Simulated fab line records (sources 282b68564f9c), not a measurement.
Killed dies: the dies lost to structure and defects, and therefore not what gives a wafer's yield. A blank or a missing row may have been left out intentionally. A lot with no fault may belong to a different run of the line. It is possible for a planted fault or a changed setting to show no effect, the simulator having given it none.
Split-lot trial / flow ritCmos / 5 lots, 23 wafers read, on a route of 202 steps

THE SPLIT
At RIT_NRETRO_COAT_01 (resist thk 1300 nm), the setting resistThkNm was moved away from the recipe's 1300 nm on 7 of the 23 wafers read, by -4.8% to -2.6%. All remaining wafers had this setting at the recipe value.

FROM THE SPLIT TO THE READING: what the file shows between them, 3 steps
- RIT_NRETRO_SOFTBAKE_02: time 60 s
- RIT_NRETRO_EXPOSE_03: exposes mask M4, target cd 43900 nm
- RIT_NRETRO_DEVELOP_05: develop time 68 s

THE READING
NOVOLAK_of_NRETRO_COAT_01.thkNm (the simulator's own value, which no gauge read), in nm, at RIT_NRETRO_HARDBAKE_07 (time 120 s). The file gives no usual value for it. Average 1139 nm, standard deviation 1.8 nm, over the 16 wafers here run with the recipe.

wafer=L076.3; tool, chamber at the split=lithoTrack-01, 0; resistThkNm as run, nm=1300; against the recipe=recipe; NOVOLAK_of_NRETRO_COAT_01.thkNm, nm=1140; against lot-mates on the recipe=-
wafer=L076.4; tool, chamber at the split=lithoTrack-01, 0; resistThkNm as run, nm=1300; against the recipe=recipe; NOVOLAK_of_NRETRO_COAT_01.thkNm, nm=1143; against lot-mates on the recipe=-
wafer=L076.6; tool, chamber at the split=lithoTrack-01, 0; resistThkNm as run, nm=1300; against the recipe=recipe; NOVOLAK_of_NRETRO_COAT_01.thkNm, nm=1139; against lot-mates on the recipe=-
wafer=L080.2; tool, chamber at the split=lithoTrack-04, 0; resistThkNm as run, nm=1300; against the recipe=recipe; NOVOLAK_of_NRETRO_COAT_01.thkNm, nm=1143; against lot-mates on the recipe=-
wafer=L080.3; tool, chamber at the split=lithoTrack-04, 0; resistThkNm as run, nm=1300; against the recipe=recipe; NOVOLAK_of_NRETRO_COAT_01.thkNm, nm=1139; against lot-mates on the recipe=-
wafer=L080.4; tool, chamber at the split=lithoTrack-04, 0; resistThkNm as run, nm=1237; against the recipe=-4.8%; NOVOLAK_of_NRETRO_COAT_01.thkNm, nm=1086; against lot-mates on the recipe=-54
wafer=L080.5; tool, chamber at the split=lithoTrack-04, 0; resistThkNm as run, nm=1300; against the recipe=recipe; NOVOLAK_of_NRETRO_COAT_01.thkNm, nm=1138; against lot-mates on the recipe=-
wafer=L080.6; tool, chamber at the split=lithoTrack-04, 0; resistThkNm as run, nm=1237; against the recipe=-4.8%; NOVOLAK_of_NRETRO_COAT_01.thkNm, nm=1084; against lot-mates on the recipe=-56
wafer=L082.1; tool, chamber at the split=lithoTrack-03, 0; resistThkNm as run, nm=1266; against the recipe=-2.6%; NOVOLAK_of_NRETRO_COAT_01.thkNm, nm=1107; against lot-mates on the recipe=-32
wafer=L082.2; tool, chamber at the split=lithoTrack-03, 0; resistThkNm as run, nm=1300; against the recipe=recipe; NOVOLAK_of_NRETRO_COAT_01.thkNm, nm=1138; against lot-mates on the recipe=-
wafer=L082.3; tool, chamber at the split=lithoTrack-03, 0; resistThkNm as run, nm=1266; against the recipe=-2.6%; NOVOLAK_of_NRETRO_COAT_01.thkNm, nm=1108; against lot-mates on the recipe=-31
wafer=L082.4; tool, chamber at the split=lithoTrack-03, 0; resistThkNm as run, nm=1300; against the recipe=recipe; NOVOLAK_of_NRETRO_COAT_01.thkNm, nm=1139; against lot-mates on the recipe=-
wafer=L082.6; tool, chamber at the split=lithoTrack-03, 0; resistThkNm as run, nm=1300; against the recipe=recipe; NOVOLAK_of_NRETRO_COAT_01.thkNm, nm=1140; against lot-mates on the recipe=-
wafer=L083.1; tool, chamber at the split=lithoTrack-03, 0; resistThkNm as run, nm=1240; against the recipe=-4.6%; NOVOLAK_of_NRETRO_COAT_01.thkNm, nm=1087; against lot-mates on the recipe=-52
wafer=L083.2; tool, chamber at the split=lithoTrack-03, 0; resistThkNm as run, nm=1300; against the recipe=recipe; NOVOLAK_of_NRETRO_COAT_01.thkNm, nm=1139; against lot-mates on the recipe=-
wafer=L083.4; tool, chamber at the split=lithoTrack-03, 0; resistThkNm as run, nm=1240; against the recipe=-4.6%; NOVOLAK_of_NRETRO_COAT_01.thkNm, nm=1086; against lot-mates on the recipe=-52
wafer=L083.5; tool, chamber at the split=lithoTrack-03, 0; resistThkNm as run, nm=1240; against the recipe=-4.6%; NOVOLAK_of_NRETRO_COAT_01.thkNm, nm=1085; against lot-mates on the recipe=-54
wafer=L083.6; tool, chamber at the split=lithoTrack-03, 0; resistThkNm as run, nm=1300; against the recipe=recipe; NOVOLAK_of_NRETRO_COAT_01.thkNm, nm=1138; against lot-mates on the recipe=-
wafer=L084.2; tool, chamber at the split=lithoTrack-04, 0; resistThkNm as run, nm=1300; against the recipe=recipe; NOVOLAK_of_NRETRO_COAT_01.thkNm, nm=1140; against lot-mates on the recipe=-
wafer=L084.3; tool, chamber at the split=lithoTrack-04, 0; resistThkNm as run, nm=1300; against the recipe=recipe; NOVOLAK_of_NRETRO_COAT_01.thkNm, nm=1137; against lot-mates on the recipe=-
wafer=L084.4; tool, chamber at the split=lithoTrack-04, 0; resistThkNm as run, nm=1300; against the recipe=recipe; NOVOLAK_of_NRETRO_COAT_01.thkNm, nm=1138; against lot-mates on the recipe=-
wafer=L084.6; tool, chamber at the split=lithoTrack-04, 0; resistThkNm as run, nm=1300; against the recipe=recipe; NOVOLAK_of_NRETRO_COAT_01.thkNm, nm=1138; against lot-mates on the recipe=-
wafer=L084.5; tool, chamber at the split=lithoTrack-04, 0; resistThkNm as run, nm=1300; against the recipe=recipe; NOVOLAK_of_NRETRO_COAT_01.thkNm, nm=1136; against lot-mates on the recipe=-

FIT RESULTS
A straight line over all 23 wafers: NOVOLAK_of_NRETRO_COAT_01.thkNm changes by +11.4 nm for each +1% of resistThkNm; r = +1.00; the points scatter about the line by 1.8 nm.
The same after taking each lot's own level away (the mean of its wafers on the recipe; 23 wafers): +11.4 nm for each +1%; r = +1.00; scatter 1.4 nm.
That fit puts the effect of the largest move of resistThkNm on the reading at 55 nm.
Measured against the standard deviation above, the lots' own levels, which go from 1137.8 to 1140.7 nm, span 1.6 times it.
So the lot-to-lot level changes the slope little: the two slopes agree.
Check: for one of the wafers moved furthest among these (-4.8%), held out of the fit, the line's prediction against its lot-mates is -55.8 nm. Against them it came out at -54 nm.

OTHER SPLITS ON THESE WAFERS
These wafers also went through other splits before the reading. Each is held against what the fit with the lots' levels taken away leaves over:
other split on the same wafers=RIT_ACTIVE_OXIDATION_01 oxTimeS; wafers away from the commonest value=18; r with NOVOLAK_of_NRETRO_COAT_01.thkNm (lot level and that fit taken away)=+0.06
other split on the same wafers=RIT_ACTIVE_COAT_06 resistThkNm; wafers away from the commonest value=8; r with NOVOLAK_of_NRETRO_COAT_01.thkNm (lot level and that fit taken away)=+0.03
other split on the same wafers=RIT_ACTIVE_DEVELOP_10 devTempC; wafers away from the commonest value=5; r with NOVOLAK_of_NRETRO_COAT_01.thkNm (lot level and that fit taken away)=+0.12

THE WHOLE CHAIN: every reading that the file lists as answering this split, in the file's order
step=RIT_NRETRO_COAT_01; what it does=resist thk 1300 nm; reading=NOVOLAK_of_NRETRO_COAT_01.thkNm (the simulator's own value, which no gauge read); change (the file's fit)=+13.4 nm for each +1% of the setting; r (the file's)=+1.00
step=RIT_NRETRO_HARDBAKE_07; what it does=time 120 s; reading=NOVOLAK_of_NRETRO_COAT_01.thkNm (the simulator's own value, which no gauge read); change (the file's fit)=+11.5 nm for each +1% of the setting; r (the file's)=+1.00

THE FILE'S OWN FIT
NOVOLAK_of_NRETRO_COAT_01.thkNm changes by +11.5 nm for each +1% of resistThkNm, r = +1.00.
